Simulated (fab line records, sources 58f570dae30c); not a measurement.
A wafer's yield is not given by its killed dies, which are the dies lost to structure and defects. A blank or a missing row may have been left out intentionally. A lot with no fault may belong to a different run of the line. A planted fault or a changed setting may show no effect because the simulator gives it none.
fab line records -- flow berkeley-cmos170 -- part 1 of 2: steps 1 to 31 of 43
record: lots: 5, wafers: 15, last-day: 13
route steps=331 shown PLDD@150 NLDD@158 SPACER@171 PSD@175 NSD@187
lots with no fault: from the same line, run without faults
start-h: the number of hours between the record's first day and the start of the first shown wafer of the lot -- wait-h: hours elapsed since this lot's preceding step -- " same as the row above -- L1.1+2: one row covering several wafers at once -- - no value present, or no start provided -- * or withheld: withheld -- < > ~ a bound
route shown NAME@n: names a module that has steps shown in the file, with the first one's number in the route -- usual: the fault-free wafers' mean and standard deviation -- same: alike in all rows -- chamber/n: place in a boat -- sites: readings site by site -- _std_site: standard deviation of those values -- _edge_site: outer sites' mean less inner sites' -- radius-mm: for every site, how far away it sits from the centre of the wafer -- mask NAME#n: copy n -- behind: the last tool/chamber to shape the wafer -- hold: cause of the lot's hold/its duration in hours/its outcome -- device: which transistor (n, p or np) failed to switch -- end of line: tests run on the same wafers once the route is complete -- a step with no rows: only its recipe -- killed: the dies lost at the first sort to structure and to defects; this is not the yield of the wafer -- map: a wafer's dies, marking killed ones x, the rest . and places with no die _
set.NAME: setting as actually run; set.NAME@STEP: the setting as run at that earlier step -- model.NAME: the simulator's own value behind a step, which no gauge read
certain route steps with their lots: each step a table, each wafer a row
services: from which hour (start-h, from the record's first day; less than 0 if before it) a tool's chamber was out of use, for how many hours, and why
== steps ==
step: UCB170_PLDD_DEVELOP_05
recipe: developer: TMAH, develop-time-s: 45, resist: KrF, dev-temp-c: 21
lot.wafer,tool,chamber,start-h,wait-h
L074.1+3+5,litho-track-04,0,-,-
L075.1+5+6,litho-track-01,0,-,-
L085.1+2+4,litho-track-04,0,-,-
L090.1+5+6,litho-track-02,0,-,-
L096.2+4+5,litho-track-02,0,-,-
step: UCB170_PLDD_CD_MEAS_06
recipe: target-cd-nm: 1200
usual: cd-nm: 1200.1/1.3
lot.wafer,tool,chamber,start-h,wait-h,cd-nm
L074.1,cd-sem-02,-,161.49,-,1201.3
L074.3,cd-sem-02,-,161.49,-,1200.5
L074.5,cd-sem-02,-,161.49,-,1200.1
L075.1,cd-sem-01,-,166.48,-,1201.4
L075.5,cd-sem-01,-,166.48,-,1200.6
L075.6,cd-sem-01,-,166.48,-,1202.3
L085.1,cd-sem-02,-,207.24,-,1199.7
L085.2,cd-sem-02,-,207.24,-,1199.7
L085.4,cd-sem-02,-,207.24,-,1198.8
L090.1,cd-sem-01,-,244.17,-,1200.5
L090.5,cd-sem-01,-,244.17,-,1200.9
L090.6,cd-sem-01,-,244.17,-,1199.9
L096.2,cd-sem-02,-,265.69,-,1200.7
L096.4,cd-sem-02,-,265.69,-,1200.4
L096.5,cd-sem-02,-,265.69,-,1201.1
step: UCB170_PLDD_OVL_MEAS_07
usual: PLDD_OVL: -1/4.3
lot.wafer,tool,chamber,start-h,wait-h,PLDD_OVL[nm]
L074.1,overlay-02,-,161.61,0.1,2
L074.3,overlay-02,-,161.61,0.1,9
L074.5,overlay-02,-,161.61,0.1,4
L075.1,overlay-01,-,166.60,0.1,3
L075.5,overlay-01,-,166.60,0.1,10
L075.6,overlay-01,-,166.60,0.1,2
L085.1,overlay-01,-,207.36,0.1,-4
L085.2,overlay-01,-,207.36,0.1,1
L085.4,overlay-01,-,207.36,0.1,0
L090.1,overlay-01,-,244.29,0.1,-3
L090.5,overlay-01,-,244.29,0.1,1
L090.6,overlay-01,-,244.29,0.1,5
L096.2,overlay-01,-,265.79,0.1,-6
L096.4,overlay-01,-,265.79,0.1,-1
L096.5,overlay-01,-,265.79,0.1,6
step: UCB170_PLDD_IMPLANT_08
recipe: species: BF2, dose-cm2: 5e+13, energy-kev: 10, tilt-deg: 7, rotation-deg: 0
usual: faraday-current-uA: 155/5
lot.wafer,tool,chamber,start-h,wait-h,faraday-current-uA
L074.1,implanter-04,0,161.64,0.0,162
L074.3,implanter-04,0,161.64,0.0,161
L074.5,implanter-04,0,161.64,0.0,152
L075.1,implanter-04,0,166.64,0.0,157
L075.5,implanter-04,0,166.64,0.0,157
L075.6,implanter-04,0,166.64,0.0,160
L085.1,implanter-01,0,207.40,0.0,156
L085.2,implanter-01,0,207.40,0.0,156
L085.4,implanter-01,0,207.40,0.0,160
L090.1,implanter-04,0,244.33,0.0,156
L090.5,implanter-04,0,244.33,0.0,159
L090.6,implanter-04,0,244.33,0.0,162
L096.2,implanter-01,0,265.85,0.0,155
L096.4,implanter-01,0,265.85,0.0,155
L096.5,implanter-01,0,265.85,0.0,155
step: UCB170_PLDD_IMPLANT_09
recipe: species: BF2, dose-cm2: 5e+13, energy-kev: 10, tilt-deg: 7, rotation-deg: 180
usual: faraday-current-uA: 155/5.5
lot.wafer,tool,chamber,start-h,wait-h,faraday-current-uA
L074.1,implanter-04,0,161.79,0.1,160
L074.3,implanter-04,0,161.79,0.1,155
L074.5,implanter-04,0,161.79,0.1,162
L075.1,implanter-04,0,166.79,0.1,158
L075.5,implanter-04,0,166.79,0.1,160
L075.6,implanter-04,0,166.79,0.1,156
L085.1,implanter-01,0,207.55,0.1,154
L085.2,implanter-01,0,207.55,0.1,158
L085.4,implanter-01,0,207.55,0.1,158
L090.1,implanter-04,0,244.48,0.1,161
L090.5,implanter-04,0,244.48,0.1,159
L090.6,implanter-04,0,244.48,0.1,160
L096.2,implanter-01,0,266.00,0.1,162
L096.4,implanter-01,0,266.00,0.1,157
L096.5,implanter-01,0,266.00,0.1,153
step: UCB170_PLDD_STRIP_10
recipe: chemistry: O2, power-w: 400, pressure-mtorr: 3500, platen-temp-c: withheld, o2-flow-sccm: 400, overash-fraction: 0.5
usual: drypump-motor-current-A: 5.5/0.34, oes-product-au: 0.734/0.0048, strip-time-to-endpoint-s: 21.63/0.067
lot.wafer,tool,chamber,start-h,wait-h,drypump-motor-current-A,oes-product-au,rf-hours-counter-h,strip-time-to-endpoint-s
L074.1,plasma-asher-02,1,161.94,0.1,5.5,0.732,43,21.63
L074.3,plasma-asher-02,0,161.94,0.1,5.6,0.738,-,21.63
L074.5,plasma-asher-02,0,161.94,0.1,5.6,0.738,-,21.60
L075.1,plasma-asher-04,1,166.94,0.1,5.2,0.733,44,21.56
L075.5,plasma-asher-04,0,166.94,0.1,5.1,0.733,-,21.53
L075.6,plasma-asher-04,1,166.94,0.1,5.2,0.733,-,21.62
L085.1,plasma-asher-02,0,207.70,0.1,5.6,0.731,49,21.59
L085.2,plasma-asher-02,1,207.70,0.1,5.5,0.743,49,21.62
L085.4,plasma-asher-02,0,207.70,0.1,5.6,0.734,-,21.60
L090.1,plasma-asher-03,0,244.63,0.1,5.9,0.730,14,21.70
L090.5,plasma-asher-03,0,244.63,0.1,6.0,0.733,-,21.69
L090.6,plasma-asher-03,1,244.63,0.1,6.0,0.738,-,21.67
L096.2,plasma-asher-03,1,266.12,0.1,6.0,0.742,16,21.64
L096.4,plasma-asher-03,1,266.12,0.1,6.0,0.737,-,21.65
L096.5,plasma-asher-03,1,266.12,0.1,6.0,0.742,-,21.63
step: UCB170_PLDD_TW_MEAS_11
usual: PLDD_TW: 1009/4.8
lot.wafer,tool,chamber,start-h,wait-h,PLDD_TW
L074.1,film-metro-02,-,162.04,0.1,1008
L074.3,film-metro-02,-,162.04,0.1,1009
L074.5,film-metro-02,-,162.04,0.1,1010
L075.1,film-metro-03,-,167.04,0.1,1012
L075.5,film-metro-03,-,167.04,0.1,1017
L075.6,film-metro-03,-,167.04,0.1,1013
L085.1,film-metro-04,-,207.80,0.1,1011
L085.2,film-metro-04,-,207.80,0.1,1012
L085.4,film-metro-04,-,207.80,0.1,1006
L090.1,film-metro-03,-,244.73,0.1,1017
L090.5,film-metro-03,-,244.73,0.1,1014
L090.6,film-metro-03,-,244.73,0.1,1014
L096.2,film-metro-04,-,266.23,0.1,1009
L096.4,film-metro-04,-,266.23,0.1,1007
L096.5,film-metro-04,-,266.23,0.1,1012
step: UCB170_PLDD_CLEAN_12
recipe: chemistry: SPM, temp-c: 120, time-s: 600
lot.wafer,tool,chamber,start-h,wait-h
L074.1+3+5,wet-bench-04,2,162.10,0.1
L075.1+5+6,wet-bench-01,2,167.10,0.1
L085.1+2+4,wet-bench-01,2,207.86,0.1
L090.1+5+6,wet-bench-04,3,244.79,0.1
L096.2+4+5,wet-bench-01,3,266.28,0.0
step: UCB170_NLDD_HMDS_00
recipe: prime-time-s: 60, prime-temp-c: 100
lot.wafer,tool,chamber,start-h,wait-h
L074.1+3+5,litho-track-03,0,162.94,0.6
L075.1+5+6,litho-track-01,0,167.28,0.0
L085.1+2+4,litho-track-04,0,208.26,0.2
L090.1+5+6,litho-track-03,0,245.33,0.4
L096.2+4+5,litho-track-03,0,266.96,0.5
step: UCB170_NLDD_COAT_01
recipe: resist: KrF, spin-rpm: 1500, resist-thk-nm: 900
lot.wafer,tool,chamber,start-h,wait-h
L074.1+3+5,litho-track-03,0,163.09,0.1
L075.1+5+6,litho-track-01,0,167.43,0.1
L085.1+2+4,litho-track-04,0,208.41,0.1
L090.1+5+6,litho-track-03,0,245.48,0.1
L096.2+4+5,litho-track-03,0,267.11,0.1
step: UCB170_NLDD_SOFTBAKE_02
recipe: resist: KrF, temp-c: 130, time-s: 60
lot.wafer,tool,chamber,start-h,wait-h
L074.1+3+5,litho-track-03,0,163.24,0.1
L075.1+5+6,litho-track-01,0,167.58,0.1
L085.1+2+4,litho-track-04,0,208.56,0.1
L090.1+5+6,litho-track-03,0,245.63,0.1
L096.2+4+5,litho-track-03,0,267.26,0.1
step: UCB170_NLDD_EXPOSE_03
recipe: mask-id: NSELECT, na: 0.5, sigma-outer: 0.6, source-shape: conventional, target-cd-nm: 1200, dose-mj: 30
usual: reticle-temp-C: 23.02/0.11
lot.wafer,tool,chamber,start-h,wait-h,mask,reticle-temp-C
L074.1,krf-scanner-02,0,163.39,0.1,NSELECT#0,23.01
L074.3,krf-scanner-02,0,163.39,0.1,NSELECT#0,23.03
L074.5,krf-scanner-02,0,163.39,0.1,NSELECT#0,23.06
L075.1,krf-scanner-02,0,167.73,0.1,NSELECT#0,22.97
L075.5,krf-scanner-02,0,167.73,0.1,NSELECT#0,22.84
L075.6,krf-scanner-02,0,167.73,0.1,NSELECT#0,22.92
L085.1,krf-scanner-01,0,208.83,0.2,NSELECT#0,22.92
L085.2,krf-scanner-01,0,208.83,0.2,NSELECT#0,23.01
L085.4,krf-scanner-01,0,208.83,0.2,NSELECT#0,22.82
L090.1,krf-scanner-02,0,245.78,0.1,NSELECT#0,23.15
L090.5,krf-scanner-02,0,245.78,0.1,NSELECT#0,23.06
L090.6,krf-scanner-02,0,245.78,0.1,NSELECT#0,23.27
L096.2,krf-scanner-01,0,267.41,0.1,NSELECT#0,23.07
L096.4,krf-scanner-01,0,267.41,0.1,NSELECT#0,23.07
L096.5,krf-scanner-01,0,267.41,0.1,NSELECT#0,23.08
step: UCB170_NLDD_PEB_04
recipe: peb-temp-c: 130, peb-time-s: withheld, resist: KrF
lot.wafer,tool,chamber,start-h,wait-h
L074.1+3+5,litho-track-01,0,163.93,0.5
L075.1+5+6,litho-track-03,0,167.84,0.1
L085.1+2+4,litho-track-01,0,209.02,0.2
L090.1+5+6,litho-track-01,0,246.50,0.7
L096.2+4+5,litho-track-03,0,267.69,0.3
step: UCB170_NLDD_DEVELOP_05
recipe: developer: TMAH, develop-time-s: 45, resist: KrF, dev-temp-c: 21
lot.wafer,tool,chamber,start-h,wait-h
L074.1+3+5,litho-track-01,0,-,-
L075.1+5+6,litho-track-03,0,-,-
L085.1+2+4,litho-track-01,0,-,-
L090.1+5+6,litho-track-01,0,-,-
L096.2+4+5,litho-track-03,0,-,-
step: UCB170_NLDD_CD_MEAS_06
recipe: target-cd-nm: 1200
usual: cd-nm: 1199.6/1.4
lot.wafer,tool,chamber,start-h,wait-h,cd-nm
L074.1,cd-sem-01,-,164.21,-,1199.2
L074.3,cd-sem-01,-,164.21,-,1198.9
L074.5,cd-sem-01,-,164.21,-,1197.6
L075.1,cd-sem-02,-,168.12,-,1199.4
L075.5,cd-sem-02,-,168.12,-,1199.7
L075.6,cd-sem-02,-,168.12,-,1199.7
L085.1,cd-sem-02,-,209.29,-,1201.9
L085.2,cd-sem-02,-,209.29,-,1203.0
L085.4,cd-sem-02,-,209.29,-,1202.4
L090.1,cd-sem-02,-,246.78,-,1198.4
L090.5,cd-sem-02,-,246.78,-,1197.6
L090.6,cd-sem-02,-,246.78,-,1200.6
L096.2,cd-sem-01,-,267.96,-,1196.8
L096.4,cd-sem-01,-,267.96,-,1197.2
L096.5,cd-sem-01,-,267.96,-,1198.1
step: UCB170_NLDD_OVL_MEAS_07
usual: NLDD_OVL: -1/4.9
lot.wafer,tool,chamber,start-h,wait-h,NLDD_OVL[nm]
L074.1,overlay-02,-,164.33,0.1,-10
L074.3,overlay-02,-,164.33,0.1,-2
L074.5,overlay-02,-,164.33,0.1,4
L075.1,overlay-01,-,168.24,0.1,-5
L075.5,overlay-01,-,168.24,0.1,1
L075.6,overlay-01,-,168.24,0.1,1
L085.1,overlay-01,-,209.41,0.1,7
L085.2,overlay-01,-,209.41,0.1,4
L085.4,overlay-01,-,209.41,0.1,6
L090.1,overlay-01,-,246.90,0.1,0
L090.5,overlay-01,-,246.90,0.1,-11
L090.6,overlay-01,-,246.90,0.1,-10
L096.2,overlay-01,-,268.06,0.1,-7
L096.4,overlay-01,-,268.06,0.1,-4
L096.5,overlay-01,-,268.06,0.1,-2
step: UCB170_NLDD_IMPLANT_08
recipe: species: As, dose-cm2: 5e+13, energy-kev: 30, tilt-deg: 7, rotation-deg: 0
usual: faraday-current-uA: 159/3.4
lot.wafer,tool,chamber,start-h,wait-h,faraday-current-uA
L074.1,implanter-01,0,164.37,0.0,156
L074.3,implanter-01,0,164.37,0.0,158
L074.5,implanter-01,0,164.37,0.0,156
L075.1,implanter-01,0,168.27,0.0,156
L075.5,implanter-01,0,168.27,0.0,160
L075.6,implanter-01,0,168.27,0.0,163
L085.1,implanter-03,0,209.45,0.0,162
L085.2,implanter-03,0,209.45,0.0,154
L085.4,implanter-03,0,209.45,0.0,156
L090.1,implanter-01,0,246.94,0.0,161
L090.5,implanter-01,0,246.94,0.0,160
L090.6,implanter-01,0,246.94,0.0,161
L096.2,implanter-02,0,268.12,0.0,156
L096.4,implanter-02,0,268.12,0.0,158
L096.5,implanter-02,0,268.12,0.0,162
step: UCB170_NLDD_IMPLANT_09
recipe: species: As, dose-cm2: 5e+13, energy-kev: 30, tilt-deg: 7, rotation-deg: 180
usual: faraday-current-uA: 159/3.1
lot.wafer,tool,chamber,start-h,wait-h,faraday-current-uA
L074.1,implanter-01,0,164.52,0.1,155
L074.3,implanter-01,0,164.52,0.1,160
L074.5,implanter-01,0,164.52,0.1,159
L075.1,implanter-01,0,168.42,0.1,158
L075.5,implanter-01,0,168.42,0.1,161
L075.6,implanter-01,0,168.42,0.1,163
L085.1,implanter-03,0,209.60,0.1,161
L085.2,implanter-03,0,209.60,0.1,151
L085.4,implanter-03,0,209.60,0.1,155
L090.1,implanter-01,0,247.09,0.1,163
L090.5,implanter-01,0,247.09,0.1,162
L090.6,implanter-01,0,247.09,0.1,158
L096.2,implanter-02,0,268.27,0.1,160
L096.4,implanter-02,0,268.27,0.1,157
L096.5,implanter-02,0,268.27,0.1,164
step: UCB170_NLDD_STRIP_10
recipe: chemistry: O2, power-w: 400, pressure-mtorr: 3500, platen-temp-c: withheld, o2-flow-sccm: 400, overash-fraction: 0.5
usual: drypump-motor-current-A: 5.6/0.37, oes-product-au: 0.734/0.0045, strip-time-to-endpoint-s: 21.62/0.071
lot.wafer,tool,chamber,start-h,wait-h,drypump-motor-current-A,oes-product-au,rf-hours-counter-h,strip-time-to-endpoint-s
L074.1,plasma-asher-04,0,164.67,0.1,5.1,0.736,43,21.60
L074.3,plasma-asher-04,1,164.67,0.1,5.2,0.734,-,21.58
L074.5,plasma-asher-04,0,164.67,0.1,5.1,0.736,-,21.54
L075.1,plasma-asher-04,0,168.57,0.1,5.1,0.738,44,21.64
L075.5,plasma-asher-04,1,168.57,0.1,5.2,0.734,-,21.65
L075.6,plasma-asher-04,0,168.57,0.1,5.1,0.731,-,21.66
L085.1,plasma-asher-01,0,209.75,0.1,5.3,0.735,42,21.69
L085.2,plasma-asher-01,1,209.75,0.1,5.3,0.734,42,21.72
L085.4,plasma-asher-01,0,209.75,0.1,5.4,0.734,-,21.67
L090.1,plasma-asher-01,1,247.24,0.1,5.3,0.733,44,21.47
L090.5,plasma-asher-01,1,247.24,0.1,5.3,0.732,-,21.43
L090.6,plasma-asher-01,0,247.24,0.1,5.3,0.737,-,21.47
L096.2,plasma-asher-04,0,268.39,0.1,5.1,0.728,56,21.59
L096.4,plasma-asher-04,1,268.39,0.1,5.2,0.729,-,21.58
L096.5,plasma-asher-04,1,268.39,0.1,5.2,0.730,-,21.59
step: UCB170_NLDD_TW_MEAS_11
usual: NLDD_TW: 2220/10
lot.wafer,tool,chamber,start-h,wait-h,NLDD_TW
L074.1,film-metro-04,-,164.77,0.1,2231
L074.3,film-metro-04,-,164.77,0.1,2226
L074.5,film-metro-04,-,164.77,0.1,2231
L075.1,film-metro-04,-,168.67,0.1,2221
L075.5,film-metro-04,-,168.67,0.1,2218
L075.6,film-metro-04,-,168.67,0.1,2226
L085.1,film-metro-03,-,209.88,0.1,2224
L085.2,film-metro-03,-,209.88,0.1,2226
L085.4,film-metro-03,-,209.88,0.1,2223
L090.1,film-metro-02,-,247.34,0.1,2208
L090.5,film-metro-02,-,247.34,0.1,2207
L090.6,film-metro-02,-,247.34,0.1,2210
L096.2,film-metro-04,-,268.50,0.1,2217
L096.4,film-metro-04,-,268.50,0.1,2223
L096.5,film-metro-04,-,268.50,0.1,2225
step: UCB170_NLDD_CLEAN_12
recipe: chemistry: SPM, temp-c: 120, time-s: 600
lot.wafer,tool,chamber,start-h,wait-h
L074.1+3+5,wet-bench-04,1,164.84,0.1
L075.1+5+6,wet-bench-04,0,169.79,1.1
L085.1+2+4,wet-bench-04,1,210.04,0.1
L090.1+5+6,wet-bench-04,3,247.41,0.1
L096.2+4+5,wet-bench-04,0,268.55,0.0
step: UCB170_SPACER_CVD_00
recipe: material: SiO2, target-thk-nm: 376, temp-c: 390, precursor: TEOS/O2, time-s: 47, rf-w: 550, pressure-mtorr: 9000
usual: heater-power-w: 264/46, susceptor-temp-C: 390.00/0.21
lot.wafer,tool,chamber,start-h,wait-h,heater-power-w,since-wet-clean-h,susceptor-temp-C
L074.1,pecvd-04,1,165.03,0.0,209,16,389.92
L074.3,pecvd-04,0,165.03,0.0,229,16,390.08
L074.5,pecvd-04,2,165.03,0.0,215,-,389.88
L075.1,pecvd-03,2,169.96,0.0,228,248,390.03
L075.5,pecvd-03,1,169.96,0.0,228,-,389.99
L075.6,pecvd-03,0,169.96,0.0,320,-,390.00
L085.1,pecvd-04,2,210.23,0.0,285,61,389.79
L085.2,pecvd-04,1,210.23,0.0,253,61,390.07
L085.4,pecvd-04,1,210.23,0.0,258,-,390.01
L090.1,pecvd-03,1,247.58,0.0,216,326,389.71
L090.5,pecvd-03,0,247.58,0.0,328,-,389.51
L090.6,pecvd-03,1,247.58,0.0,227,-,389.95
L096.2,pecvd-03,1,268.73,0.0,237,347,390.03
L096.4,pecvd-03,0,268.73,0.0,355,-,389.78
L096.5,pecvd-03,2,268.73,0.0,202,-,389.86
step: UCB170_SPACER_THK_MEAS_01
recipe: reads: SiO2_of_SPACER_CVD_00
usual: SPACER_TEOS_THK: 378/5.3
lot.wafer,tool,chamber,start-h,wait-h,SPACER_TEOS_THK[nm]
L074.1,film-metro-01,-,165.07,0.0,368
L074.3,film-metro-01,-,165.07,0.0,374
L074.5,film-metro-01,-,165.07,0.0,378
L075.1,film-metro-02,-,170.04,0.1,376
L075.5,film-metro-02,-,170.04,0.1,374
L075.6,film-metro-02,-,170.04,0.1,381
L085.1,film-metro-01,-,210.27,0.0,383
L085.2,film-metro-01,-,210.27,0.0,369
L085.4,film-metro-01,-,210.27,0.0,378
L090.1,film-metro-03,-,247.63,0.0,370
L090.5,film-metro-03,-,247.63,0.0,377
L090.6,film-metro-03,-,247.63,0.0,372
L096.2,film-metro-03,-,268.78,0.0,375
L096.4,film-metro-03,-,268.78,0.0,392
L096.5,film-metro-03,-,268.78,0.0,381
step: UCB170_SPACER_ANNEAL_02
recipe: temp-c: 900, time-s: 1800, ambient: N2
lot.wafer,tool,chamber,start-h,wait-h
L074.1+3+5,furnace-02,0,166.20,1.1
L075.1+5+6,furnace-02,0,173.39,3.3
L085.1+2+4,furnace-04,0,212.49,2.2
L090.1+5+6,furnace-02,0,250.96,3.3
L096.2+4+5,furnace-02,0,271.66,2.9
step: UCB170_SPACER_ETCHBACK_03
recipe: stop-on: Si, target: SiO2, chemistry: CHF3/CF4/Ar, CHF3_flow_sccm: 50, cf4-flow-sccm: 10, Ar_flow_sccm: 120, pressure-mtorr: 200, rf-w: 500, target-depth-a: 3760, time-s: 100
usual: drypump-motor-current-A: 5.5/0.56, mfc-ar-sccm: 120.0/0.34, oes-product-au: 0.909/0.02, throttle-valve-pct: 6.51/0.067
lot.wafer,tool,chamber,start-h,wait-h,drypump-motor-current-A,mfc-ar-sccm,oes-product-au,rf-hours-counter-h,throttle-valve-pct
L074.1,rie-diel-01,0,167.70,0.0,5.4,119.5,0.920,19,6.47
L074.3,rie-diel-01,2,167.70,0.0,6.0,119.9,0.881,70,6.58
L074.5,rie-diel-01,0,167.70,0.0,5.4,119.5,0.929,-,6.47
L075.1,rie-diel-04,0,174.89,0.0,5.6,119.6,0.920,16,6.61
L075.5,rie-diel-04,2,174.89,0.0,5.0,120.9,0.916,-,6.50
L075.6,rie-diel-04,3,174.89,0.0,5.6,119.7,0.900,-,6.43
L085.1,rie-diel-02,0,213.99,0.0,4.9,120.3,0.905,25,6.44
L085.2,rie-diel-02,2,213.99,0.0,5.0,119.9,0.909,12,6.49
L085.4,rie-diel-02,3,213.99,0.0,5.0,120.2,0.901,13,6.61
L090.1,rie-diel-02,0,252.53,0.1,4.9,119.5,0.887,27,6.44
L090.5,rie-diel-02,2,252.53,0.1,5.0,119.8,0.923,-,6.52
L090.6,rie-diel-02,3,252.53,0.1,5.0,119.8,0.885,-,6.64
L096.2,rie-diel-02,1,273.16,0.0,5.8,120.0,0.867,99,6.55
L096.4,rie-diel-02,3,273.16,0.0,5.0,120.3,0.923,16,6.61
L096.5,rie-diel-02,2,273.16,0.0,4.9,119.9,0.917,-,6.50
step: UCB170_PSD_HMDS_00
recipe: prime-time-s: 60, prime-temp-c: 100
lot.wafer,tool,chamber,start-h,wait-h
L074.1+3+5,litho-track-04,0,167.77,0.0
L075.1+5+6,litho-track-03,0,174.96,0.0
L085.1+2+4,litho-track-04,0,214.06,0.0
L090.1+5+6,litho-track-03,0,252.79,0.2
L096.2+4+5,litho-track-02,0,273.95,0.8
step: UCB170_PSD_COAT_01
recipe: resist: KrF, spin-rpm: 1500, resist-thk-nm: 900
lot.wafer,tool,chamber,start-h,wait-h
L074.1+3+5,litho-track-04,0,167.92,0.1
L075.1+5+6,litho-track-03,0,175.11,0.1
L085.1+2+4,litho-track-04,0,214.21,0.1
L090.1+5+6,litho-track-03,0,252.94,0.1
L096.2+4+5,litho-track-02,0,274.10,0.1
step: UCB170_PSD_SOFTBAKE_02
recipe: resist: KrF, temp-c: 130, time-s: 60
lot.wafer,tool,chamber,start-h,wait-h
L074.1+3+5,litho-track-04,0,168.07,0.1
L075.1+5+6,litho-track-03,0,175.26,0.1
L085.1+2+4,litho-track-04,0,214.36,0.1
L090.1+5+6,litho-track-03,0,253.09,0.1
L096.2+4+5,litho-track-02,0,274.25,0.1
step: UCB170_PSD_EXPOSE_03
recipe: mask-id: PSELECT_MOD, na: 0.5, sigma-outer: 0.6, source-shape: conventional, target-cd-nm: 1200, dose-mj: 30
usual: reticle-temp-C: 23.02/0.1
lot.wafer,tool,chamber,start-h,wait-h,mask,reticle-temp-C
L074.1,krf-scanner-02,0,168.47,0.4,PSELECT_MOD#0,23.05
L074.3,krf-scanner-02,0,168.47,0.4,PSELECT_MOD#0,23.18
L074.5,krf-scanner-02,0,168.47,0.4,PSELECT_MOD#0,23.09
L075.1,krf-scanner-01,0,175.53,0.2,PSELECT_MOD#0,23.08
L075.5,krf-scanner-01,0,175.53,0.2,PSELECT_MOD#0,22.93
L075.6,krf-scanner-01,0,175.53,0.2,PSELECT_MOD#0,22.97
L085.1,krf-scanner-01,0,214.75,0.4,PSELECT_MOD#0,23.00
L085.2,krf-scanner-01,0,214.75,0.4,PSELECT_MOD#0,22.79
L085.4,krf-scanner-01,0,214.75,0.4,PSELECT_MOD#0,22.99
L090.1,krf-scanner-01,0,253.47,0.3,PSELECT_MOD#0,23.14
L090.5,krf-scanner-01,0,253.47,0.3,PSELECT_MOD#0,23.09
L090.6,krf-scanner-01,0,253.47,0.3,PSELECT_MOD#0,23.05
L096.2,krf-scanner-01,0,274.39,0.1,PSELECT_MOD#0,23.02
L096.4,krf-scanner-01,0,274.39,0.1,PSELECT_MOD#0,23.01
L096.5,krf-scanner-01,0,274.39,0.1,PSELECT_MOD#0,22.95
step: UCB170_PSD_PEB_04
recipe: peb-temp-c: 130, peb-time-s: withheld, resist: KrF
lot.wafer,tool,chamber,start-h,wait-h
L074.1+3+5,litho-track-04,0,168.58,0.1
L075.1+5+6,litho-track-02,0,175.65,0.1
L085.1+2+4,litho-track-03,0,215.21,0.4
L090.1+5+6,litho-track-02,0,253.71,0.2
L096.2+4+5,litho-track-04,0,275.05,0.6
step: UCB170_PSD_DEVELOP_05
recipe: developer: TMAH, develop-time-s: 45, resist: KrF, dev-temp-c: 21
lot.wafer,tool,chamber,start-h,wait-h
L074.1+3+5,litho-track-04,0,-,-
L075.1+5+6,litho-track-02,0,-,-
L085.1+2+4,litho-track-03,0,-,-
L090.1+5+6,litho-track-02,0,-,-
L096.2+4+5,litho-track-04,0,-,-
